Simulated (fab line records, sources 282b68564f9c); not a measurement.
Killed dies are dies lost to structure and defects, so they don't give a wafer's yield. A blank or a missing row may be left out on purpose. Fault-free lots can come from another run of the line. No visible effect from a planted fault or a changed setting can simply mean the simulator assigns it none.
A struck lot beside a sound one / flow rit_cmos / 44 steps out of a route of 202
Sound: the wafers L328.1, L328.3, L328.5. The struck wafers were L338.2, L338.5, L338.6. The cause is named last.
For every step that has rows: the tool of each side, followed by ch and its chambers, followed by its first start. Under that, the readings that differ: sound wafers / struck wafers / difference of the means / sigmas: that difference in standard deviations of wafers without a fault.
alike: a reading whose means differ by less than 2 such deviations, as well as words and numbers matching on both sides. not compared: withheld readings; readings where some wafer has no value; bounds like >300 that might hide an equal value; numbers whose values overlap and for which the record gives no deviation.
Wherever a step has rows on one side only, a row that says differs or no value, or a row with sigmas, the two part there. Numbers that have no deviation but don't overlap get no sigmas and don't part them. Lack of a reading on every wafer of one side parts them only where that side has two or more wafers.

first, 2 steps without rows for these wafers: RIT_NLDD_HARDBAKE_07 (time 60 s); RIT_NLDD_IMPLANT_08.
RIT_NLDD_STRIP_09: strips in O2, time 180 s.
  sound on plasma_asher-03 ch 1, day 3 15:10; struck on plasma_asher-01 ch 0,1, day 5 16:12
  alike: chamber_pressure_mTorr, drypump_motor_current_A, o2_flow_sccm
  not compared: rf_hours_counter_h
RIT_NLDD_TW_MEAS_10:
  sound on film_metro-01, day 3 15:20; struck on film_metro-03, day 5 16:23
  alike: NLDD_TW
then, 6 steps without rows for these wafers: RIT_PLDD_HMDS_00 (prime time 60 s); RIT_PLDD_COAT_01 (resist thk 1000 nm); RIT_PLDD_SOFTBAKE_02 (time 60 s); RIT_PLDD_EXPOSE_03 (exposes mask M8, target cd 40900 nm); RIT_PLDD_PEB_04; RIT_PLDD_DEVELOP_05 (develop time 50 s).
RIT_PLDD_OVL_MEAS_06:
  sound on overlay-01, day 3 16:30; struck on overlay-01, day 5 17:25
  alike: PLDD_OVL
then, 1 step without rows for these wafers: RIT_PLDD_HARDBAKE_07 (time 60 s).
RIT_PLDD_IMPLANT_08:
  sound on implanter-02 ch 0, day 3 16:41; struck on implanter-02 ch 0, day 5 17:37
reading=beam_energy_keV; sound=19.996 19.994 20.004; struck=18.802 18.800 18.800; difference=-1.197; sigmas=-99 or more
reading=model.implant.rp_nm (nm); sound=17.48 17.48 17.48; struck=16.88 16.88 16.88; difference=-0.60; sigmas=
reading=model.implant.drp_nm (nm); sound=9.752 9.752 9.752; struck=9.335 9.335 9.335; difference=-0.417; sigmas=
RIT_PLDD_STRIP_09: strips in O2, time 180 s.
  sound on plasma_asher-02 ch 0,1, day 3 16:50; struck on plasma_asher-02 ch 0,1, day 5 17:44
  alike: chamber_pressure_mTorr, drypump_motor_current_A, o2_flow_sccm
  not compared: rf_hours_counter_h
RIT_PLDD_TW_MEAS_10:
  sound on film_metro-02, day 3 17:01; struck on film_metro-01, day 5 17:56
reading=PLDD_TW; sound=2372 2363 2359; struck=2302 2280 2294; difference=-73; sigmas=-4
then, 4 steps without rows for these wafers: RIT_SPACER_CLEAN_00 (cleans in SC1, time 600 s); RIT_SPACER_CLEAN_01 (cleans in dHF, time 30 s); RIT_SPACER_CLEAN_02 (cleans in SC2, time 600 s); RIT_SPACER_CVD_03 (deposits Si3N4 from SiH2Cl2/NH3, target thk 250 nm, time 3300 s).
RIT_SPACER_THK_MEAS_04:
  sound on film_metro-04, day 3 21:02; struck on film_metro-04, day 5 20:19
  alike: SPACER_NITRIDE_THK
RIT_SPACER_ETCHBACK_05: etches Si3N4 in SF6/CHF3, stops on SiO2, target depth 250 nm, time 240 s.
  sound on rie_diel-01 ch 0,1,3, day 3 21:06; struck on rie_diel-04 ch 2,3, day 5 20:22
  alike: chamber_pressure_mTorr, drypump_motor_current_A, oes_product_au, throttle_valve_pct
  not compared: rf_hours_counter_h
then, 6 steps without rows for these wafers: RIT_NSD_HMDS_00 (prime time 60 s); RIT_NSD_COAT_01 (resist thk 1000 nm); RIT_NSD_SOFTBAKE_02 (time 59.14 s); RIT_NSD_EXPOSE_03 (exposes mask M9, target cd 40700 nm); RIT_NSD_PEB_04; RIT_NSD_DEVELOP_05 (develop time 50 s).
RIT_NSD_OVL_MEAS_06:
  sound on overlay-01, day 3 22:16; struck on overlay-02, day 5 21:29
  alike: NSD_OVL
then, 2 steps without rows for these wafers: RIT_NSD_HARDBAKE_07 (time 60 s); RIT_NSD_IMPLANT_08.
RIT_NSD_STRIP_09: strips in O2, time 180 s.
  sound on plasma_asher-01 ch 0,1, day 3 22:36; struck on plasma_asher-04 ch 0,1, day 5 21:49
reading=drypump_motor_current_A (A); sound=5.2 5.1 5.2; struck=6.5 6.4 5.8; difference=+1.1; sigmas=+3
  alike: chamber_pressure_mTorr, o2_flow_sccm
  not compared: rf_hours_counter_h
RIT_NSD_TW_MEAS_10:
  sound on film_metro-03, day 3 22:46; struck on film_metro-02, day 5 22:00
  alike: NSD_TW
then, 6 steps without rows for these wafers: RIT_PSD_HMDS_00 (prime time 60 s); RIT_PSD_COAT_01 (resist thk 1000 nm); RIT_PSD_SOFTBAKE_02 (time 60 s); RIT_PSD_EXPOSE_03 (exposes mask M10, target cd 40900 nm); RIT_PSD_PEB_04; RIT_PSD_DEVELOP_05 (develop time 50 s).
RIT_PSD_OVL_MEAS_06:
  sound on overlay-02, day 3 23:49; struck on overlay-01, day 5 22:55
  alike: PSD_OVL
then, 2 steps without rows for these wafers: RIT_PSD_HARDBAKE_07 (time 60 s); RIT_PSD_IMPLANT_08.
RIT_PSD_STRIP_09: strips in O2, time 180 s.
  sound on plasma_asher-02 ch 0,1, day 4 00:08; struck on plasma_asher-04 ch 0,1, day 5 23:14
  alike: chamber_pressure_mTorr, drypump_motor_current_A, o2_flow_sccm
  not compared: rf_hours_counter_h
RIT_SDANNEAL_RS_MEAS_06: uses a four-point probe to measure.
  sound on film_metro-03, day 4 01:05; struck on film_metro-03, day 6 00:11
reading=PLDD_RS (ohm/sq); sound=178.3 178.7 178.6; struck=181.8 180.5 180.9; difference=+2.5; sigmas=+5
RIT_M1_PROBE_99:
  sound on prober-01, day 4 08:12; struck on prober-01, day 6 07:35
reading=killed_at_M0_to_M3; sound=0 2 0; struck=0 0 0; difference=-1; sigmas=-3
reading=killed_at_front_end; sound=13 11 11; struck=4 5 4; difference=-7; sigmas=-2
reading=killed_dies; sound=14 13 11; struck=4 5 5; difference=-8; sigmas=-3
  alike: killed_at_contacts, killed_open, killed_short
  not compared: model.etest.pmos_turned.r_on_ohm_um, model.etest.pldd.rs_ohm_sq, model.etest.pldd.line_ohm_um, model.etest.pmos_turned.drive_ua_um, model.etest.pmos_turned.overlap_ff_um, model.etest.pmos_0p15.overlap_ff_um

WHERE THEY PART
Earliest at RIT_PLDD_IMPLANT_08; latest, in this record, at RIT_M1_PROBE_99.

WHY: the cause the simulator had injected
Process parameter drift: implanter-02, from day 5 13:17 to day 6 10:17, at RIT_PLDD_IMPLANT_08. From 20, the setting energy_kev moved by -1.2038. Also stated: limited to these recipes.
